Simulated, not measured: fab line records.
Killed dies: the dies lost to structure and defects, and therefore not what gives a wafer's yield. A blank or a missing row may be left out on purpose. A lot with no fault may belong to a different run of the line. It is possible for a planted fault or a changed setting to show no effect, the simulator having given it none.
A lot that was struck, set against a sound lot ; flow berkeley-cmos170 ; 43 steps out of a route of 331
Sound: these wafers, L667.3, L667.4, L667.5. Struck: wafers L686.1, L686.4, L686.5. The cause is named last.
At each step with rows: each side's tool, then ch and its chambers, then its first start. Under that, the readings that differ: sound wafers ; struck wafers ; difference of the means ; sigmas: that difference in standard deviations of wafers without a fault.
alike: a reading whose means differ by less than 2 such deviations, as well as words and numbers matching on both sides. not compared: withheld readings; readings where some wafer has no value; bounds like >300 that might hide an equal value; numbers whose values overlap and for which the record gives no deviation.
Wherever a step has rows on one side only, a row that says differs or no value, or a row with sigmas, the two part there. When numbers do not overlap yet have no deviation, they are printed without sigmas and do not part them. A reading missing from all wafers of one side parts the sides only when that side holds two or more wafers.

first, 2 steps without rows for these wafers: UCB170_FIELD_CLEAN_00 (cleans in dHF, time 7.5 s); UCB170_FIELD_OXIDATION_01 (target thk 558.3 nm, ox time 7200 s).
UCB170_FIELD_THK_MEAS_02:
  sound on film-metro-03 at day 6 07:46; struck on film-metro-04 at day 9 22:23
reading;sound;struck;difference;sigmas
FIELD_OXIDE_THK (nm);560 554 562;540 544 543;-16;-2
then, 4 steps without rows for these wafers: UCB170_FIELD_ANNEAL_03 (time 1200 s); UCB170_FIELD_WET_ETCH_04 (etches SiO2 in dHF, time 60 s); UCB170_FIELD_WET_ETCH_05 (etches Si3N4 in H3PO4, time 12600 s); UCB170_FIELD_WET_ETCH_06 (etches SiO2 in BOE, time 22 s).
UCB170_FIELD_THK_MEAS_90:
  sound on film-metro-03 at day 6 17:43; struck on film-metro-03 at day 10 06:49
  alike: FIELD_OXIDE_LEFT_1_THK
then, 2 steps without rows for these wafers: UCB170_SACOX_CLEAN_00 (cleans in dHF, time 7.5 s); UCB170_SACOX_OXIDATION_01 (target thk 14.4 nm, ox time 2400 s).
UCB170_SACOX_THK_MEAS_02:
  sound on film-metro-01 at day 6 22:33; struck on film-metro-03 at day 10 13:59
  alike: SACOX_OXIDE_THK
then, 1 step without rows for these wafers: UCB170_SCREENOX_WET_ETCH_00 (etches SiO2 in dHF, time 200 s).
UCB170_SCREENOX_OXIDATION_01: target thk 14.4 nm, ox time 2400 s.
  sound on furnace-01 ch 0, day 7 01:40; struck on furnace-01 ch 0, day 10 20:12
  alike: ox-temp-c-max, spike-tc-load-C, zone-power-source-pct
UCB170_SCREENOX_THK_MEAS_02:
  sound on film-metro-04 at day 7 03:22; struck on film-metro-03 at day 10 21:52
  alike: SCREENOX_OXIDE_THK
then, 7 steps without rows for these wafers: UCB170_SCREENOX_ANNEAL_03 (time 900 s); UCB170_NVT_HMDS_00 (prime time 60 s); UCB170_NVT_COAT_01 (resist thk 900 nm); UCB170_NVT_SOFTBAKE_02 (time 60 s); UCB170_NVT_EXPOSE_03 (exposes mask PWELL, target cd 3000 nm); UCB170_NVT_PEB_04; UCB170_NVT_DEVELOP_05 (develop time 45 s).
UCB170_NVT_OVL_MEAS_06:
  sound on overlay-01 at day 7 10:36; struck on overlay-02 at day 11 05:20
  alike: NVT_OVL
following that, these wafers have no rows for 1 step: UCB170_NVT_IMPLANT_07.
UCB170_NVT_STRIP_08: strips in O2.
  sound on plasma-asher-03 ch 0,1, day 7 10:49; struck on plasma-asher-03 ch 0,1, day 11 05:31
  alike: drypump-motor-current-A, oes-product-au, strip-time-to-endpoint-s
  not compared: rf-hours-counter-h
UCB170_NVT_TW_MEAS_09:
  sound on film-metro-02 at day 7 10:53; struck on film-metro-01 at day 11 05:37
  alike: NVT_TW
then, 7 steps without rows for these wafers: UCB170_NVT_CLEAN_10 (cleans in SPM, time 600 s); UCB170_PVT_HMDS_00 (prime time 60 s); UCB170_PVT_COAT_01 (resist thk 900 nm); UCB170_PVT_SOFTBAKE_02 (time 60 s); UCB170_PVT_EXPOSE_03 (exposes mask NWELL, target cd 3000 nm); UCB170_PVT_PEB_04; UCB170_PVT_DEVELOP_05 (develop time 45 s).
UCB170_PVT_OVL_MEAS_06:
  sound on overlay-01 at day 7 15:09; struck on overlay-01 at day 11 08:36
  alike: PVT_OVL
following that, these wafers have no rows for 1 step: UCB170_PVT_IMPLANT_07.
UCB170_PVT_STRIP_08: strips in O2.
  sound on plasma-asher-03 ch 0,1, day 7 15:22; struck on plasma-asher-04 ch 0,1, day 11 08:47
  alike: drypump-motor-current-A, oes-product-au, strip-time-to-endpoint-s
  not compared: rf-hours-counter-h
UCB170_PVT_TW_MEAS_09:
  sound on film-metro-01 at day 7 15:26; struck on film-metro-04 at day 11 08:53
  alike: PVT_TW
then, 1 step without rows for these wafers: UCB170_GATE_WET_ETCH_00 (etches SiO2 in dHF, time 200 s).
UCB170_FIELD_THK_MEAS_91:
  sound on film-metro-03 at day 7 15:34; struck on film-metro-01 at day 11 09:01
  alike: FIELD_OXIDE_LEFT_2_THK
then, 1 step without rows for these wafers: UCB170_GATE_OXIDATION_01 (target thk 6.6 nm, ox time 1800 s).
UCB170_GATE_THK_MEAS_02:
  sound on film-metro-02 at day 7 20:56; struck on film-metro-01 at day 11 15:22
  alike: GATE_OXIDE_THK
then, 2 steps without rows for these wafers: UCB170_GATE_ANNEAL_03 (time 1800 s); UCB170_GATE_CVD_04 (deposits poly-Si from SiH4, time 1440 s, target thk 214 nm).
UCB170_M3_PROBE_99:
  rows exist in the record for the struck wafers here (prober-01, day 13 14:16), but not for the sound ones

WHERE THEY PART
First at UCB170_FIELD_THK_MEAS_02; last, within this record, at UCB170_M3_PROBE_99.

WHY: what the simulator had put in
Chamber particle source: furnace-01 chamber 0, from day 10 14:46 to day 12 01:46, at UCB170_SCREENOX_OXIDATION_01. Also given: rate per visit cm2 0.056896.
